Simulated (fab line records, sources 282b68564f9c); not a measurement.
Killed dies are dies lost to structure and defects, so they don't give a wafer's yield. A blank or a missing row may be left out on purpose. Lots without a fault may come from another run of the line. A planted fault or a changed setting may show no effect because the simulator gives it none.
Split-lot experiment | flow rit_cmos | 5 lots, 23 wafers read, on a route of 202 steps

THE SPLIT
At RIT_PRETRO_COAT_01 (resist thk 1300 nm), the setting resist_thk_nm was moved away from the recipe's 1300 nm on 7 of the 23 wafers read, by -3.7% to -2.6%. The other wafers ran this setting at the recipe's value.

FROM THE SPLIT TO THE READING: what the file shows between them, 3 steps
- RIT_PRETRO_SOFTBAKE_02: time 60 s
- RIT_PRETRO_EXPOSE_03: exposes mask M5, target cd 43700 nm
- RIT_PRETRO_DEVELOP_05: develop time 68 s

THE READING
NOVOLAK_of_PRETRO_COAT_01.thk_nm (the simulator's own value, which no gauge read), in nm, at RIT_PRETRO_HARDBAKE_07 (time 120 s). The file gives no usual value for it. The 16 wafers here that ran the recipe average 1136 nm, standard deviation 2.6 nm.

wafer  | tool, chamber at the split | resist_thk_nm as run, nm | against the recipe | NOVOLAK_of_PRETRO_COAT_01.thk_nm, nm | against lot-mates on the recipe
L078.1 | litho_track-02, 0          | 1266                     | -2.6%              | 1109                                 | -26
L078.5 | litho_track-02, 0          | 1266                     | -2.6%              | 1109                                 | -26
L078.2 | litho_track-02, 0          | 1300                     | recipe             | 1135                                 | -
L078.3 | litho_track-02, 0          | 1300                     | recipe             | 1136                                 | -
L078.4 | litho_track-02, 0          | 1266                     | -2.6%              | 1112                                 | -24
L079.1 | litho_track-04, 0          | 1300                     | recipe             | 1141                                 | -
L079.2 | litho_track-04, 0          | 1300                     | recipe             | 1139                                 | -
L079.4 | litho_track-04, 0          | 1300                     | recipe             | 1139                                 | -
L079.3 | litho_track-04, 0          | 1252                     | -3.7%              | 1099                                 | -41
L079.5 | litho_track-04, 0          | 1252                     | -3.7%              | 1101                                 | -39
L080.1 | litho_track-02, 0          | 1300                     | recipe             | 1134                                 | -
L080.3 | litho_track-02, 0          | 1300                     | recipe             | 1138                                 | -
L080.4 | litho_track-02, 0          | 1300                     | recipe             | 1138                                 | -
L080.5 | litho_track-02, 0          | 1300                     | recipe             | 1135                                 | -
L080.6 | litho_track-02, 0          | 1300                     | recipe             | 1135                                 | -
L083.1 | litho_track-02, 0          | 1262                     | -2.9%              | 1098                                 | -35
L083.2 | litho_track-02, 0          | 1262                     | -2.9%              | 1100                                 | -33
L083.3 | litho_track-02, 0          | 1300                     | recipe             | 1132                                 | -
L083.4 | litho_track-02, 0          | 1300                     | recipe             | 1132                                 | -
L083.5 | litho_track-02, 0          | 1300                     | recipe             | 1135                                 | -
L085.1 | litho_track-03, 0          | 1300                     | recipe             | 1135                                 | -
L085.5 | litho_track-03, 0          | 1300                     | recipe             | 1137                                 | -
L085.6 | litho_track-03, 0          | 1300                     | recipe             | 1140                                 | -

THE FIT
A straight line over all 23 wafers: NOVOLAK_of_PRETRO_COAT_01.thk_nm changes by +10.7 nm for each +1% of resist_thk_nm; r = +0.98; the points scatter about the line by 3.2 nm.
The same after taking each lot's own level away (the mean of its wafers on the recipe; 23 wafers): +10.7 nm for each +1%; r = +0.99; scatter 1.9 nm.
On that fit, the largest move of resist_thk_nm shifts the reading by 39 nm.
The lots' own levels span 1133.0 to 1139.7 nm, that is 2.6 times the standard deviation above.
So the lot-to-lot level changes the slope little: the two slopes agree.
Check: with one of the wafers moved furthest among these (-3.7%) left out of the fit, the line predicts -39 nm for it against its lot-mates. It came out at -40.7 nm against them.

OTHER SPLITS ON THESE WAFERS
These wafers also went through other splits before the reading. Each is held against what the fit with the lots' levels taken away leaves over:
other split on the same wafers     | wafers away from the commonest value | r with NOVOLAK_of_PRETRO_COAT_01.thk_nm (lot level and that fit taken away)
RIT_ACTIVE_CVD_03 time_s           | 18                                   | -0.14
RIT_ACTIVE_ETCH_13 rf_w            | 8                                    | +0.20
RIT_ACTIVE_STRIP_14 pressure_mtorr | 18                                   | -0.09
RIT_PWELL_IMPLANT_08 dose_cm2      | 5                                    | +0.02
RIT_NRETRO_IMPLANT_08 energy_kev   | 5                                    | +0.10

THE WHOLE CHAIN: every reading that the file lists as answering this split, in the file's order
step                   | what it does       | reading                                                                           | change (the file's fit)              | r (the file's)
RIT_PRETRO_COAT_01     | resist thk 1300 nm | NOVOLAK_of_PRETRO_COAT_01.thk_nm (the simulator's own value, which no gauge read) | +12.4 nm for each +1% of the setting | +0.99
RIT_PRETRO_HARDBAKE_07 | time 120 s         | NOVOLAK_of_PRETRO_COAT_01.thk_nm (the simulator's own value, which no gauge read) | +10.7 nm for each +1% of the setting | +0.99

THE FILE'S OWN FIT
NOVOLAK_of_PRETRO_COAT_01.thk_nm changes by +10.7 nm for each +1% of resist_thk_nm, r = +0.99.
